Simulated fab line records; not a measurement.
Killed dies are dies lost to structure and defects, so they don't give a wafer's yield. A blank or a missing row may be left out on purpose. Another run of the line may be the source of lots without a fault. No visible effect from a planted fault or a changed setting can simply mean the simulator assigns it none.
2 desks looking at one fault | flow ritCmos | every desk sees just its own numbers, and what lay behind them comes last

FROM THE METROLOGY DESK
What the gauges read, lot by lot, whatever tool the lot ran on: means of the sampled wafers that have a number. The brackets show how far a lot's mean lies from the usual mean; more than 4 standard deviations puts the lot out of limits, marked OUT.
Columns: A = NWELL_OVL at RIT_NWELL_OVL_MEAS_06, usual 0.4 nm
lot  | first seen here | A
L837 | day 1 22:35     | 2.7
L839 | day 2 10:02     | 0.7
L840 | day 2 12:20     | -0.9
L841 | day 2 17:55     | 1.2
L842 | day 2 23:57     | -0.4
L844 | day 3 08:41     | 0.7
L845 | day 3 14:14     | 0.5
L846 | day 3 18:29     | 1.4
L847 | day 4 00:46     | -0.4
L849 | day 4 11:57     | -0.5
L850 | day 4 15:38     | -0.3
L851 | day 4 20:11     | 2.7
L852 | day 5 01:46     | -148.4 (-99 or more) OUT
L853 | day 5 04:57     | -149.2 (-99 or more) OUT
L855 | day 5 17:52     | -147.6 (-99) OUT
L857 | day 6 01:20     | -147.2 (-98) OUT
This desk finds L852, L853, L855, L857 out of limits, with the earliest case on L852 at day 5 01:46 (NWELL_OVL at RIT_NWELL_OVL_MEAS_06). L837, L839, L840, L841, L842, L844, L845, L846, L847, L849, L850, L851: within limits.

TOOL OWNER'S DESK, ilineStepper-02
The tool's own readings at RIT_NWELL_EXPOSE_03 (exposes mask M2, target cd 43900 nm): means of the sampled wafers that have a number, for each lot that ran on this tool. The brackets show how far a lot's mean lies from the usual mean; more than 4 standard deviations puts the lot out of limits, marked OUT.
Columns: A = exposureDoseMJCm2 at RIT_NWELL_EXPOSE_03, usual 250.05; B = focusOffsetNm at RIT_NWELL_EXPOSE_03, usual 0.0 nm
lot  | first seen here | A      | B
L837 | day 1 22:10     | 250.47 | -0.3
L839 | day 2 09:36     | 250.00 | -0.3
L841 | day 2 17:31     | 250.17 | 0.8
L842 | day 2 23:31     | 249.78 | -0.5
L844 | day 3 08:17     | 249.92 | -0.3
L845 | day 3 13:49     | 249.83 | 0.1
L846 | day 3 18:04     | 250.18 | 0.5
L847 | day 4 00:22     | 250.25 | -0.2
L850 | day 4 15:04     | 249.99 | 0.2
L851 | day 4 19:47     | 249.72 | 0.1
L852 | day 5 01:22     | 249.99 | -0.2
L853 | day 5 04:30     | 249.86 | -0.5
L855 | day 5 17:26     | 249.78 | 0.3
L857 | day 6 00:56     | 249.82 | -0.2
Finding of this desk: none of the 14 lots has anything out of limits.

PUT TOGETHER
The metrology desk could have raised an alarm at day 5 01:46, on L852, L853, L855, L857.
The tool owner's desk saw nothing out of limits.
Tool owner's desk: L852, L853, L855, L857 on record, inside its limits.
RIT_NWELL_EXPOSE_03 was run on ilineStepper-02 by each of the lots named.

WHAT WAS PUT IN BY THE SIMULATOR
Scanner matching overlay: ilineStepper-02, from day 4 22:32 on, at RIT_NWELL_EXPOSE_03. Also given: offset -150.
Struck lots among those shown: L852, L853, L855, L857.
Per desk, hours elapsed from the start of the fault to the first reading out of limits: for the metrology desk, 3.
